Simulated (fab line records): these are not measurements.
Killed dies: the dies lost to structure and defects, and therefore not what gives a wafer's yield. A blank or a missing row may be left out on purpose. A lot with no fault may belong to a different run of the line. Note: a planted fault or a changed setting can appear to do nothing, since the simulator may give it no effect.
What tool caused it? -- flow berkeley-cmos170 -- Sampling: 14 lots, 42 wafers, 4 of 331 route steps

WHAT THE GAUGES SHOWED, per wafer
UCB170_PWELL_THK_MEAS_03. Usual: PWELL_OXIDE_THK 26.4 nm, standard deviation 0.56.
lot,measured,on,PWELL_OXIDE_THK (nm),flag
L438,day 3 08:10,film-metro-04,25.9 26.4 26.1,
L439,day 3 19:32,film-metro-03,26.0 26.1 26.0,
L440,day 4 00:56,film-metro-01,26.2 26.3 26.5,
L441,day 4 04:06,film-metro-01,27.5 27.1 27.5,
L442,day 4 12:29,film-metro-03,27.7 27.3 27.4,
L444,day 4 15:04,film-metro-04,26.7 26.9 26.9,
L445,day 4 19:25,film-metro-03,26.7 26.5 27.1,
L446,day 4 19:26,film-metro-01,26.4 26.2 26.8,
L447,day 5 01:45,film-metro-04,25.8 25.8 26.2,
L454,day 6 15:16,film-metro-01,25.9 25.8 26.3,
L456,day 7 07:31,film-metro-03,26.3 26.8 26.4,
L457,day 7 07:33,film-metro-01,26.6 26.4 26.5,
L458,day 7 14:12,film-metro-03,26.6 26.0 26.1,
L459,day 7 21:13,film-metro-04,26.5 26.3 26.6,

UCB170_SDANNEAL_RS_MEAS_04: uses a four-point probe to measure. Usual: PLDD_RS 1032 ohm/sq, standard deviation 3.1.
lot,measured,on,PLDD_RS (ohm/sq),flag
L438,day 8 05:49,film-metro-01,1034 1035 1036,
L439,day 8 15:26,film-metro-02,1033 1035 1034,
L440,day 8 15:47,film-metro-01,1035 1036 1037,
L441,day 8 22:28,film-metro-01,1030 1037 1033,
L442,day 9 12:05,film-metro-01,1029 1028 1028,
L444,day 9 12:34,film-metro-02,1029 1028 1026,
L445,day 9 11:58,film-metro-04,1029 1028 1026,
L446,day 9 11:40,film-metro-02,1029 1031 1030,
L447,day 10 02:11,film-metro-02,1030 1036 1031,
L454,day 11 12:42,film-metro-01,1030 1026 1028,
L456,day 12 12:56,film-metro-04,1033 1034 1036,
L457,day 13 02:20,film-metro-01,1031 1031 1033,
L458,day 13 01:34,film-metro-01,1032 1031 1032,
L459,day 13 01:54,film-metro-02,1037 1036 1041,

WHICH TOOL RAN EACH LOT (tool, then ch and the chambers of the sampled wafers, then the start)
lot,UCB170_NVT_STRIP_08,UCB170_GATE_ETCH_15
L438,"plasma-asher-02 ch 0,1, day 6 15:17","rie-si-02 ch 0,3, day 7 12:03"
L439,"plasma-asher-02 ch 0,1, day 7 01:14","rie-si-01 ch 1,3, day 7 22:19"
L440,"plasma-asher-04 ch 0,1, day 7 01:29","rie-si-02 ch 0,3, day 7 22:40"
L441,"plasma-asher-03 ch 0,1, day 7 11:34","rie-si-02 ch 0,1,2, day 8 04:28"
L442,"plasma-asher-03 ch 0,1, day 7 19:33","rie-si-01 ch 0,1, day 8 13:08"
L444,"plasma-asher-04 ch 0,1, day 7 19:17","rie-si-02 ch 1,2,3, day 8 13:23"
L445,"plasma-asher-02 ch 0,1, day 7 19:00","rie-si-02 ch 0,1,3, day 8 12:54"
L446,"plasma-asher-03 ch 0,1, day 7 19:04","rie-si-01 ch 1,2, day 8 12:16"
L447,"plasma-asher-02 ch 1, day 8 08:45","rie-si-01 ch 0,3, day 9 06:44"
L454,"plasma-asher-02 ch 0,1, day 10 03:20","rie-si-02 ch 0,1, day 10 19:29"
L456,"plasma-asher-03 ch 0,1, day 11 04:05","rie-si-02 ch 0,2,3, day 11 19:32"
L457,"plasma-asher-03 ch 0,1, day 11 12:43","rie-si-02 ch 0,2,3, day 12 06:16"
L458,"plasma-asher-04 ch 0,1, day 11 12:31","rie-si-01 ch 0,3, day 12 06:09"
L459,"plasma-asher-04 ch 0,1, day 11 11:46","rie-si-01 ch 1,2,3, day 12 05:40"
- UCB170_NVT_STRIP_08: strips in O2.
- UCB170_GATE_ETCH_15: etches poly-Si in HBr/Cl2, stops on SiO2, time 56.3 s, target depth 278.2 nm.

AS READ BY THE TOOLS THEMSELVES (means over the sampled wafers that have a number; for cases with no such wafer, the mark the record gives instead)
UCB170_NVT_STRIP_08. Usual: drypump-motor-current-A 5.8 A, standard deviation 0.74; o2-flow-sccm 400.3 sccm, standard deviation 1.3; oes-product-au 0.735 a.u., standard deviation 0.0045; strip-time-to-endpoint-s 21.69 s, standard deviation 0.063.
lot,tool,drypump-motor-current-A (A),o2-flow-sccm (sccm),oes-product-au (a.u.),strip-time-to-endpoint-s (s),flag
L438,plasma-asher-02,5.9,400.3,0.736,21.64,
L439,plasma-asher-02,5.9,398.8,0.735,21.72,
L440,plasma-asher-04,5.5,400.9,0.731,21.75,
L441,plasma-asher-03,5.3,399.3,0.731,21.80,
L442,plasma-asher-03,5.3,401.0,0.738,21.67,
L444,plasma-asher-04,5.5,400.7,0.738,21.62,
L445,plasma-asher-02,6.2,399.1,0.736,21.65,
L446,plasma-asher-03,5.2,399.9,0.734,21.73,
L447,plasma-asher-02,5.6,399.6,0.735,21.70,
L454,plasma-asher-02,6.2,399.5,0.733,21.65,
L456,plasma-asher-03,5.8,399.6,0.733,21.64,
L457,plasma-asher-03,5.3,400.4,0.735,21.63,
L458,plasma-asher-04,6.1,400.8,0.734,21.79,
L459,plasma-asher-04,5.5,399.5,0.733,21.67,

UCB170_GATE_ETCH_15. Usual: drypump-motor-current-A 5.8 A, standard deviation 0.45; oes-product-au 0.831 a.u., standard deviation 0.011; throttle-valve-pct 26.30 %, standard deviation 0.16.
lot,tool,drypump-motor-current-A (A),oes-product-au (a.u.),throttle-valve-pct (%),flag
L438,rie-si-02,5.9,0.829,26.22,
L439,rie-si-01,5.6,0.829,26.38,
L440,rie-si-02,5.9,0.830,26.23,
L441,rie-si-02,5.4,0.834,26.37,
L442,rie-si-01,5.8,0.964,26.14,OFF
L444,rie-si-02,5.9,0.822,26.42,
L445,rie-si-02,5.7,0.831,26.28,
L446,rie-si-01,6.0,0.835,26.31,
L447,rie-si-01,5.9,0.962,26.35,OFF
L454,rie-si-02,5.6,0.842,26.33,
L456,rie-si-02,5.6,0.836,26.31,
L457,rie-si-02,5.6,0.829,26.30,
L458,rie-si-01,6.0,0.832,26.21,
L459,rie-si-01,5.9,0.828,26.37,

THE ANSWER, worked out from the rows above alone
Rule: a lot counts as off when the mean over its wafers that have a number is more than 3 standard deviations away from the usual mean. A lot without any number at a reading at which 4 lots or more have one is off too. Any other lot the step has rows for is counted as sound. First the gauges in route order, then the tools' own readings, where a lot's mean is used as printed above. The first step at which some lot is off is used, and at that step the reading that is off furthest; a lot without a number counts as furthest.
Off: L442, L447 (UCB170_GATE_ETCH_15, oes-product-au).
If a tool, at that step or one of the process steps before it, ran each lot that is off and ran no sound lot following the first of them, it fits. No candidate that was tried fits.

WHAT WAS PUT IN BY THE SIMULATOR
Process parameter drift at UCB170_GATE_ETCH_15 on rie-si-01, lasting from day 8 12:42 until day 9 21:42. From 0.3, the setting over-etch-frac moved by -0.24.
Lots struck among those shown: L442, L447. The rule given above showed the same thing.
